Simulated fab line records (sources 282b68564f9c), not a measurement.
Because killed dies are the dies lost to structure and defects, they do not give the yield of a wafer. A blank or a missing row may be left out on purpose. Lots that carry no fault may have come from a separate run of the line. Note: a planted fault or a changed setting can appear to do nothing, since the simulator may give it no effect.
fab line records | flow ritCmos
record lots=5 wafers=15 lastDay=6
route steps=202 shown PRETRO@66 GATE@75 FOX2@80
lots that met no fault: taken from a fault-free run of the same line
startH: hours from the record's opening day to when the first of the lot's shown wafers began | waitH: time in hours since the lot's previous step | " repeats the value in the row above | L1.1+2: a row that stands for several wafers | - no value, or no start was given | * or withheld: withheld | < > ~ a bound
route shown NAME@n: names a module that has steps shown in the file, with the first one's number in the route | usual: mean and standard deviation over wafers with no fault | same: alike in all rows | chamber/n: place in a boat | sites: the reading at each site | _std_site: the standard deviation of these | _edge_site: inner sites' mean taken away from outer sites' mean | radiusMm: how far each site lies from the wafer's centre | mask NAME#n: copy n | behind: the tool/chamber that last shaped the wafer | hold: why the lot went on hold/how many hours it stayed there/how the hold came to an end | device: whichever transistor did not switch (one of n, p or np) | end of line: the tests these same wafers got at the end of their route | a step given without rows: its recipe and nothing more | killed: dies lost to structure and defects at the first sort, not the wafer's yield | map: dies across one wafer; x = killed, . = not, _ = none there
set.NAME: the run value of the setting; set.NAME@STEP: its run value at that earlier step | model.NAME: the simulator's own value behind a step, which no gauge read
lots at selected steps of the route; one table per step, one row per wafer
services: when a tool's chamber went out of use (startH, in hours from the record's first day, below 0 if earlier), for how many hours, and the reason
## steps
# step RIT_PRETRO_SOFTBAKE_02
# recipe resist=NOVOLAK tempC=90 timeS=60
# columns lot.wafer tool chamber startH waitH
L074.1+5+6 lithoTrack-01 0 30.85 0.1
L078.1+2+5 lithoTrack-04 0 51.06 0.1
L081.1+2+6 lithoTrack-01 0 65.91 0.1
L087.2+4+6 lithoTrack-03 0 95.18 0.1
L092.2+3+4 lithoTrack-01 0 119.85 0.1
# step RIT_PRETRO_EXPOSE_03
# recipe maskId=M5 na=0.57 targetCdNm=43700 doseMj=250
# usual exposureDoseMJCm2=250.00/0.26
# columns lot.wafer tool chamber startH waitH mask exposureDoseMJCm2
L074.1 ilineStepper-01 0 31.00 0.1 M5#0 250.06
L074.5 " 0 " " M5#0 250.29
L074.6 " 0 " " M5#0 249.92
L078.1 ilineStepper-02 0 51.21 0.1 M5#0 249.83
L078.2 " 0 " " M5#0 249.86
L078.5 " 0 " " M5#0 249.99
L081.1 ilineStepper-02 0 66.06 0.1 M5#0 249.81
L081.2 " 0 " " M5#0 250.11
L081.6 " 0 " " M5#0 249.98
L087.2 ilineStepper-01 0 95.32 0.1 M5#0 249.72
L087.4 " 0 " " M5#0 249.85
L087.6 " 0 " " M5#0 249.82
L092.2 ilineStepper-02 0 120.00 0.1 M5#0 249.91
L092.3 " 0 " " M5#0 250.16
L092.4 " 0 " " M5#0 250.14
# step RIT_PRETRO_PEB_04
# recipe resist=NOVOLAK tempC=withheld timeS=withheld
# columns lot.wafer tool chamber startH waitH
L074.1+5+6 lithoTrack-04 0 31.12 0.1
L078.1+2+5 lithoTrack-01 0 51.33 0.1
L081.1+2+6 lithoTrack-04 0 66.18 0.1
L087.2+4+6 lithoTrack-01 0 95.44 0.1
L092.2+3+4 lithoTrack-03 0 120.12 0.1
# step RIT_PRETRO_DEVELOP_05
# recipe resist=NOVOLAK developTimeS=68 devTempC=23
# same developTimeS=68
# columns lot.wafer tool chamber startH waitH
L074.1+5+6 lithoTrack-04 0 - -
L078.1+2+5 lithoTrack-01 0 - -
L081.1+2+6 lithoTrack-04 0 - -
L087.2+4+6 lithoTrack-01 0 - -
L092.2+3+4 lithoTrack-03 0 - -
# step RIT_PRETRO_OVL_MEAS_06
# usual PRETRO_OVL=-1.1/1.3
# columns lot.wafer tool chamber startH waitH PRETRO_OVL[nm]
L074.1 overlay-01 - 31.43 - 0.1
L074.5 " - " " 0.5
L074.6 " - " " 0.5
L078.1 overlay-02 - 51.64 - 0.0
L078.2 " - " " 0.5
L078.5 " - " " 0.5
L081.1 overlay-02 - 66.49 - -0.8
L081.2 " - " " -2.7
L081.6 " - " " -1.4
L087.2 overlay-02 - 95.74 - 0.5
L087.4 " - " " 0.5
L087.6 " - " " -0.9
L092.2 overlay-02 - 120.41 - -1.2
L092.3 " - " " -0.5
L092.4 " - " " -0.5
# step RIT_PRETRO_HARDBAKE_07
# recipe resist=NOVOLAK tempC=140 timeS=120
# columns lot.wafer tool chamber startH waitH
L074.1+5+6 lithoTrack-03 0 31.47 0.0
L078.1+2+5 lithoTrack-04 0 51.68 0.0
L081.1+2+6 lithoTrack-01 0 66.53 0.0
L087.2+4+6 lithoTrack-03 0 95.81 0.1
L092.2+3+4 lithoTrack-01 0 120.49 0.1
# step RIT_PRETRO_IMPLANT_08
# recipe species=B energyKev=45 doseCm2=1.2e+13 tiltDeg=7
# columns lot.wafer tool chamber startH waitH
L074.1+5+6 implanter-03 0 31.72 0.2
L078.1+2+5 implanter-03 0 51.93 0.2
L081.1+2+6 implanter-02 0 66.78 0.2
L087.2+4+6 implanter-03 0 96.04 0.2
L092.2+3+4 implanter-01 0 120.72 0.2
# step RIT_PRETRO_STRIP_09
# recipe chemistry=O2 timeS=180 resist=NOVOLAK platenTempC=withheld powerW=500 pressureMtorr=4000 o2FlowSccm=4000
# usual drypumpMotorCurrentA=5.7/0.32
# columns lot.wafer tool chamber startH waitH drypumpMotorCurrentA rfHoursCounterH
L074.1 plasmaAsher-02 0 31.87 0.1 5.3 26
L074.5 " 0 " " 5.3 -
L074.6 " 1 " " 5.9 -
L078.1 plasmaAsher-01 0 52.08 0.1 6.1 38
L078.2 " 1 " " 5.3 38
L078.5 " 0 " " 6.1 -
L081.1 plasmaAsher-02 1 66.93 0.1 5.9 29
L081.2 " 0 " " 5.3 29
L081.6 " 1 " " 5.9 -
L087.2 plasmaAsher-03 1 96.17 0.1 6.0 43
L087.4 " 0 " " 5.5 -
L087.6 " 0 " " 5.4 -
L092.2 plasmaAsher-03 1 120.84 0.1 6.0 47
L092.3 " 1 " " 5.9 -
L092.4 " 0 " " 5.5 -
# step RIT_PRETRO_TW_MEAS_10
# usual PRETRO_TW=470.9/2.4
# columns lot.wafer tool chamber startH waitH PRETRO_TW
L074.1 filmMetro-04 - 32.04 0.1 469.3
L074.5 " - " " 469.5
L074.6 " - " " 467.6
L078.1 filmMetro-02 - 52.25 0.1 466.6
L078.2 " - " " 466.6
L078.5 " - " " 466.7
L081.1 filmMetro-02 - 67.10 0.1 467.6
L081.2 " - " " 467.6
L081.6 " - " " 466.0
L087.2 filmMetro-04 - 96.35 0.1 470.8
L087.4 " - " " 472.0
L087.6 " - " " 469.4
L092.2 filmMetro-02 - 121.03 0.1 469.8
L092.3 " - " " 470.8
L092.4 " - " " 471.3
# step RIT_GATE_WET_ETCH_00
# recipe chemistry=BOE target=SiO2 targetDepthNm=56 timeS=60 dry=n2Spin dilution=10:1 tempC=21.5
# columns lot.wafer tool chamber startH waitH
L074.1+5+6 wetBench-04 1 32.10 0.1
L078.1+2+5 wetBench-02 0 52.31 0.1
L081.1+2+6 wetBench-04 2 67.16 0.1
L087.2+4+6 wetBench-04 3 96.40 0.0
L092.2+3+4 wetBench-02 3 121.08 0.0
# step RIT_GATE_CLEAN_01
# recipe chemistry=SC1 mix=3:3:50 timeS=600 tempC=75
# columns lot.wafer tool chamber startH waitH
L074.1+5+6 wetBench-03 0 32.13 0.0
L078.1+2+5 wetBench-04 3 52.34 0.0
L081.1+2+6 wetBench-03 2 67.19 0.0
L087.2+4+6 wetBench-03 2 96.43 0.0
L092.2+3+4 wetBench-03 3 121.10 0.0
# step RIT_GATE_CLEAN_02
# recipe chemistry=dHF dilution=50:1 timeS=30
# columns lot.wafer tool chamber startH waitH
L074.1+5+6 wetBench-04 3 32.30 0.0
L078.1+2+5 wetBench-03 2 52.51 0.0
L081.1+2+6 wetBench-02 1 67.36 0.0
L087.2+4+6 wetBench-04 0 96.61 0.0
L092.2+3+4 wetBench-04 1 121.28 0.0
# step RIT_GATE_CLEAN_03
# recipe chemistry=SC2 mix=3:3:50 timeS=600 tempC=75 dry=n2Spin
# columns lot.wafer tool chamber startH waitH
L074.1+5+6 wetBench-03 3 32.32 0.0
L078.1+2+5 wetBench-02 3 52.53 0.0
L081.1+2+6 wetBench-04 0 67.38 0.0
L087.2+4+6 wetBench-02 3 96.62 0.0
L092.2+3+4 wetBench-03 2 121.30 0.0
# step RIT_GATE_CLEAN_04
# recipe chemistry=dHF dilution=50:1 timeS=60 dry=n2Spin
# columns lot.wafer tool chamber startH waitH
L074.1+5+6 wetBench-04 3 32.50 0.0
L078.1+2+5 wetBench-04 0 52.71 0.0
L081.1+2+6 wetBench-03 0 67.56 0.0
L087.2+4+6 wetBench-03 2 96.80 0.0
L092.2+3+4 wetBench-04 0 121.47 0.0
# step RIT_FOX2_THK_MEAS_91
# recipe reads=SiO2_of_FOX2_OXIDATION_00
# usual FIELD_OXIDE_LEFT_2_THK=254/6.1
# columns lot.wafer tool chamber startH waitH FIELD_OXIDE_LEFT_2_THK[nm]
L074.1 filmMetro-02 - 32.52 0.0 251
L074.5 " - " " 255
L074.6 " - " " 252
L078.1 filmMetro-02 - 52.73 0.0 253
L078.2 " - " " 258
L078.5 " - " " 256
L081.1 filmMetro-03 - 67.58 0.0 248
L081.2 " - " " 253
L081.6 " - " " 256
L087.2 filmMetro-01 - 96.83 0.0 263
L087.4 " - " " 259
L087.6 " - " " 262
L092.2 filmMetro-02 - 121.52 0.0 245
L092.3 " - " " 251
L092.4 " - " " 246
# step RIT_GATE_OXIDATION_05
# recipe tempC=900 ambient=O2 targetThkA=30 oxTimeS=270
# columns lot.wafer tool chamber startH waitH
L074.1+5+6 furnace-03 0 32.58 0.1
L078.1+2+5 furnace-01 0 52.79 0.1
L081.1+2+6 furnace-02 0 67.64 0.1
L087.2+4+6 furnace-02 0 97.05 0.2
L092.2+3+4 furnace-01 0 121.57 0.0
# step RIT_GATE_ANNEAL_06
# recipe tempC=900 timeS=600 ambient=N2O
# columns lot.wafer tool chamber startH waitH
L074.1+5+6 furnace-01 0 33.66 0.0
L078.1+2+5 furnace-03 0 53.87 0.0
L081.1+2+6 furnace-03 0 68.98 0.3
L087.2+4+6 furnace-02 0 98.13 0.0
L092.2+3+4 furnace-01 0 125.20 2.5
# step RIT_GATE_THK_MEAS_07
# recipe reads=SiO2_of_GATE_OXIDATION_05
# usual GATE_OXIDE_THK=3.00/0.069
# columns lot.wafer tool chamber startH waitH GATE_OXIDE_THK[nm]
L074.1 filmMetro-03 - 33.91 0.0 3.04
L074.5 " - " " 3.02
L074.6 " - " " 3.06
L078.1 filmMetro-01 - 54.12 0.0 3.03
L078.2 " - " " 3.01
L078.5 " - " " 3.01
L081.1 filmMetro-03 - 69.23 0.0 2.89
L081.2 " - " " 3.01
L081.6 " - " " 2.77
L087.2 filmMetro-02 - 98.39 0.0 3.04
L087.4 " - " " 3.06
L087.6 " - " " 3.05
L092.2 filmMetro-01 - 125.46 0.0 2.97
L092.3 " - " " 2.96
L092.4 " - " " 3.02
# step RIT_GATE_CVD_08
# recipe material=poly-Si targetThkNm=250 tempC=610 precursor=SiH4 timeS=2220 pressureMtorr=300 sih4FlowSccm=100
# columns lot.wafer tool chamber startH waitH
L074.1+5+6 lpcvd-02 0 33.97 0.1
L078.1+2+5 lpcvd-01 1 54.36 0.2
L081.1+2+6 lpcvd-01 1 69.29 0.1
L087.2+4+6 lpcvd-01 1 98.44 0.0
L092.2+3+4 lpcvd-02 0 125.51 0.0
# step RIT_GATE_THK_MEAS_09
# recipe reads=poly-Si_of_GATE_CVD_08
# usual GATE_POLY_THK=250.2/2
# columns lot.wafer tool chamber startH waitH GATE_POLY_THK[nm]
L074.1 filmMetro-02 - 36.39 0.0 251.0
L074.5 " - " " 251.6
L074.6 " - " " 249.2
L078.1 filmMetro-01 - 56.78 0.0 251.4
L078.2 " - " " 251.7
L078.5 " - " " 252.0
L081.1 filmMetro-02 - 71.71 0.0 252.3
L081.2 " - " " 251.0
L081.6 " - " " 251.7
L087.2 filmMetro-01 - 100.06 0.0 251.0
L087.4 " - " " 250.6
L087.6 " - " " 252.6
L092.2 filmMetro-02 - 127.13 0.0 250.2
L092.3 " - " " 251.4
L092.4 " - " " 253.3
# step RIT_GATE_HMDS_10
# recipe primeTimeS=60 primeTempC=140
# columns lot.wafer tool chamber startH waitH
L074.1+5+6 lithoTrack-04 0 36.45 0.1
L078.1+2+5 lithoTrack-02 0 57.08 0.3
L081.1+2+6 lithoTrack-04 0 71.77 0.1
L087.2+4+6 lithoTrack-02 0 100.14 0.1
L092.2+3+4 lithoTrack-04 0 127.21 0.1
# step RIT_GATE_COAT_11
# recipe resist=NOVOLAK spinRpm=4250 resistThkNm=850
# columns lot.wafer tool chamber startH waitH
L074.1+5+6 lithoTrack-04 0 36.60 0.1
L078.1+2+5 lithoTrack-02 0 57.23 0.1
L081.1+2+6 lithoTrack-04 0 71.92 0.1
L087.2+4+6 lithoTrack-02 0 100.29 0.1
L092.2+3+4 lithoTrack-04 0 127.36 0.1
# step RIT_GATE_SOFTBAKE_12
# recipe resist=NOVOLAK tempC=90 timeS=60
# columns lot.wafer tool chamber startH waitH
L074.1+5+6 lithoTrack-04 0 36.75 0.1
L078.1+2+5 lithoTrack-02 0 57.38 0.1
L081.1+2+6 lithoTrack-04 0 72.07 0.1
L087.2+4+6 lithoTrack-02 0 100.44 0.1
L092.2+3+4 lithoTrack-04 0 127.51 0.1
# step RIT_GATE_EXPOSE_13
# recipe maskId=M6 na=0.6 sourceShape=conventional sigmaOuter=0.6 targetCdNm=150 doseMj=380
# usual exposureDoseMJCm2=380.0/0.42
# columns lot.wafer tool chamber startH waitH mask exposureDoseMJCm2
L074.1 ilineStepper-01 0 37.03 0.2 M6#0 380.0
L074.5 " 0 " " M6#0 380.1
L074.6 " 0 " " M6#0 379.5
L078.1 ilineStepper-01 0 57.66 0.2 M6#0 379.2
L078.2 " 0 " " M6#0 379.4
L078.5 " 0 " " M6#0 379.7
L081.1 ilineStepper-01 0 72.35 0.2 M6#0 379.8
L081.2 " 0 " " M6#0 380.1
L081.6 " 0 " " M6#0 380.6
L087.2 ilineStepper-01 0 100.71 0.2 M6#0 379.0
L087.4 " 0 " " M6#0 380.6
L087.6 " 0 " " M6#0 379.8
L092.2 ilineStepper-02 0 127.65 0.1 M6#0 379.7
L092.3 " 0 " " M6#0 380.0
L092.4 " 0 " " M6#0 379.8
# step RIT_GATE_PEB_14
# recipe resist=NOVOLAK tempC=withheld timeS=withheld
# columns lot.wafer tool chamber startH waitH
L074.1+5+6 lithoTrack-04 0 37.14 0.1
L078.1+2+5 lithoTrack-02 0 57.77 0.1
L081.1+2+6 lithoTrack-03 0 72.47 0.1
L087.2+4+6 lithoTrack-02 0 100.83 0.1
L092.2+3+4 lithoTrack-03 0 127.78 0.1
## services
# columns tool chamber startH hours kind
implanter-03 - 12.56 1.1 repair
furnace-03 - 20.68 8.2 pm
ilineStepper-02 - 23.13 8.0 repair
furnace-03 - 28.93 3.3 pm
ilineStepper-01 - 31.18 2.1 pm
ilineStepper-01 - 33.26 - consumableReplace:lamp
ilineStepper-02 - 35.11 1.7 pm
ilineStepper-02 - 55.50 4.3 pm
ilineStepper-01 - 65.97 1.7 pm
furnace-01 - 69.48 5.4 pm
implanter-01 - 74.06 6.7 pm
furnace-01 - 77.43 2.6 pm
implanter-02 - 89.50 4.2 repair
implanter-02 - 95.65 1.6 repair
lpcvd-02 - 99.32 0.5 repair
implanter-02 - 104.03 2.6 repair
plasmaAsher-01 - 111.34 10.6 repair
furnace-02 - 122.60 3.3 pm
plasmaAsher-01 - 123.88 14.6 pm
## key
fault none
